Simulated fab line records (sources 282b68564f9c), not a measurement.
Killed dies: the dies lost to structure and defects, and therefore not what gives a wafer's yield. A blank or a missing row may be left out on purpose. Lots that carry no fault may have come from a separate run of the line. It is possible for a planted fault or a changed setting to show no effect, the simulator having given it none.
Comparing a struck lot with a sound one / flow rit-cmos / 15 out of 202 route steps
Sound: wafers L378.3, L378.5, L378.6. Struck: wafers L388.2, L388.5, L388.6. At the end, the cause is stated.
Per side, at each step with rows, come the tool, then ch with its chambers, and then its first start. Under that, the readings that differ: sound wafers / struck wafers / difference of the means / sigmas: that difference in standard deviations of wafers without a fault.
alike: readings with means less than 2 such deviations apart, plus words and numbers identical on both sides. not compared: withheld readings, readings lacking a value on some wafer, bounds such as >300 that could conceal the same value, and numbers that have no deviation in the record and whose values overlap.
The two part at a step that has a row with sigmas, a row that says differs or no value, or rows on one side only. Numbers that don't overlap but have no deviation are shown without sigmas and don't part them. A reading that every wafer of one side lacks parts them only if that side has two wafers or more.

RIT_SPACER_ETCHBACK_05: etches Si3N4 in SF6/CHF3, stops on SiO2, target depth 250 nm, time 240 s.
  sound on rie-diel-03 ch 1,2,3, day 4 00:26; struck on rie-diel-02 ch 1,2,3, day 6 02:04
  alike: drypump-motor-current-A, oes-product-au, rf-fwd-power-W, throttle-valve-pct
  not compared: rf-hours-counter-h
then, 6 steps without rows for these wafers: RIT_NSD_HMDS_00 (prime time 60 s); RIT_NSD_COAT_01 (resist thk 1000 nm); RIT_NSD_SOFTBAKE_02 (time 60 s); RIT_NSD_EXPOSE_03 (exposes mask M9, target cd 40700 nm); RIT_NSD_PEB_04; RIT_NSD_DEVELOP_05 (develop time 50 s).
RIT_NSD_OVL_MEAS_06:
  sound on overlay-01 at day 4 01:28; struck on overlay-02 at day 6 03:13
  alike: NSD_OVL
then, 2 steps without rows for these wafers: RIT_NSD_HARDBAKE_07 (time 60 s); RIT_NSD_IMPLANT_08.
RIT_NSD_STRIP_09: strips in O2, time 180 s.
  sound on plasma-asher-01 ch 0,1, day 4 01:50; struck on plasma-asher-02 ch 0,1, day 6 03:40
  alike: drypump-motor-current-A, o2-flow-sccm
  not compared: rf-hours-counter-h
RIT_NSD_TW_MEAS_10:
  sound on film-metro-01 at day 4 01:58; struck on film-metro-02 at day 6 03:51
  alike: NSD_TW
RIT_PSD_HMDS_00: prime time 60 s.
  sound on litho-track-03 ch 0, day 4 02:04; struck on litho-track-03 ch 0, day 6 03:56
reading=prime-temp-c (C); sound=139.83 139.86 139.90; struck=141.82 141.58 141.81; difference=+1.87; sigmas=+14
then, 1 step without rows for these wafers: RIT_PSD_COAT_01 (resist thk 1000 nm).
RIT_M1_PROBE_99:
  sound on prober-01 at day 4 11:18; struck on prober-02 at day 6 13:20
  alike: killed-at-front-end, killed-dies, killed-open, killed-short

## WHERE THEY PART
Only at RIT_PSD_HMDS_00, within this record. Later steps at which nothing parts them and some readings are alike: RIT_M1_PROBE_99.

WHY: what had been put in by the simulator
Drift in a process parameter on litho-track-03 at RIT_PSD_HMDS_00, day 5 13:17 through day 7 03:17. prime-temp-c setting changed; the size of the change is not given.
